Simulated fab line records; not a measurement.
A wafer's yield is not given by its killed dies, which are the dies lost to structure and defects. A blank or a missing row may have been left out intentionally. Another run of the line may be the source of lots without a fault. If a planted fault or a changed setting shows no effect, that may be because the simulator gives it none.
Struck lot and sound lot, side by side	flow rit-cmos	19 out of 202 route steps
Sound: the wafers L722.2, L722.3, L722.6. Wafers L740.1, L740.2, L740.5 were the ones struck. The cause is given at the end.
Each step with rows lists, per side, the tool, then ch with its chambers, then its first start. Under that, the readings that differ: sound wafers	struck wafers	difference of the means	sigmas: that difference in standard deviations of wafers without a fault.
alike: words and numbers the same on both sides, and readings whose means are apart by under 2 such deviations; not compared: readings that were withheld, readings missing a value for some wafer, numbers with overlapping values and no deviation given by the record, and bounds like >300 which may hide the same value.
The two part at a step that has a row with sigmas, a row that says differs or no value, or rows on one side only. Numbers that have no deviation but don't overlap get no sigmas and don't part them. A reading missing from all wafers of one side parts the sides only when that side holds two or more wafers.

first, 6 steps without rows for these wafers: RIT_NWELL_HMDS_00 (prime time 60 s); RIT_NWELL_COAT_01 (resist thk 1300 nm); RIT_NWELL_SOFTBAKE_02 (time 60 s); RIT_NWELL_EXPOSE_03 (exposes mask M2, target cd 43900 nm); RIT_NWELL_PEB_04; RIT_NWELL_DEVELOP_05 (develop time 68 s).
RIT_NWELL_OVL_MEAS_06:
  sound on overlay-01, day 2 07:00; struck on overlay-01, day 6 02:53
  alike: NWELL_OVL
then, 2 steps without rows for these wafers: RIT_NWELL_HARDBAKE_07 (time 120 s); RIT_NWELL_IMPLANT_08.
RIT_NWELL_STRIP_09: strips in O2, time 180 s.
  sound on plasma-asher-02 ch 0,1, day 2 07:26; struck on plasma-asher-02 ch 0,1, day 6 03:19
  alike: drypump-motor-current-A, o2-flow-sccm
  not compared: rf-hours-counter-h
RIT_NWELL_TW_MEAS_10:
  sound on film-metro-03, day 2 07:37; struck on film-metro-03, day 6 03:29
reading	sound	struck	difference	sigmas
NWELL_TW	2171 2175 2162	2135 2140 2119	-38	-2
then, 1 step without rows for these wafers: RIT_PWELL_HMDS_00 (prime time 60 s).
RIT_PWELL_COAT_01: resist thk 1300 nm.
  sound on litho-track-03 ch 0, day 2 07:50; struck on litho-track-03, day 6 03:42
  no value came back on the struck wafers for chill-plate-temp-C (C), dispense-pressure-kPa (kPa); on the sound wafers chill-plate-temp-C (C) reads 23.12 23.14 22.99
then, 4 steps without rows for these wafers: RIT_PWELL_SOFTBAKE_02 (time 60 s); RIT_PWELL_EXPOSE_03 (exposes mask M3, target cd 43700 nm); RIT_PWELL_PEB_04; RIT_PWELL_DEVELOP_05 (develop time 68 s).
RIT_PWELL_OVL_MEAS_06:
  sound on overlay-02, day 2 08:41; struck on overlay-02, day 6 04:26
reading	sound	struck	difference	sigmas
PWELL_OVL (nm)	0.5 0.8 -0.2	- - -	no value on the struck wafers	
then, 1 step without rows for these wafers: RIT_PWELL_HARDBAKE_07 (time 120 s).

== WHERE THEY PART ==
At RIT_NWELL_TW_MEAS_10 first; at RIT_PWELL_OVL_MEAS_06 last (within this record only).

WHY: the cause the simulator had injected
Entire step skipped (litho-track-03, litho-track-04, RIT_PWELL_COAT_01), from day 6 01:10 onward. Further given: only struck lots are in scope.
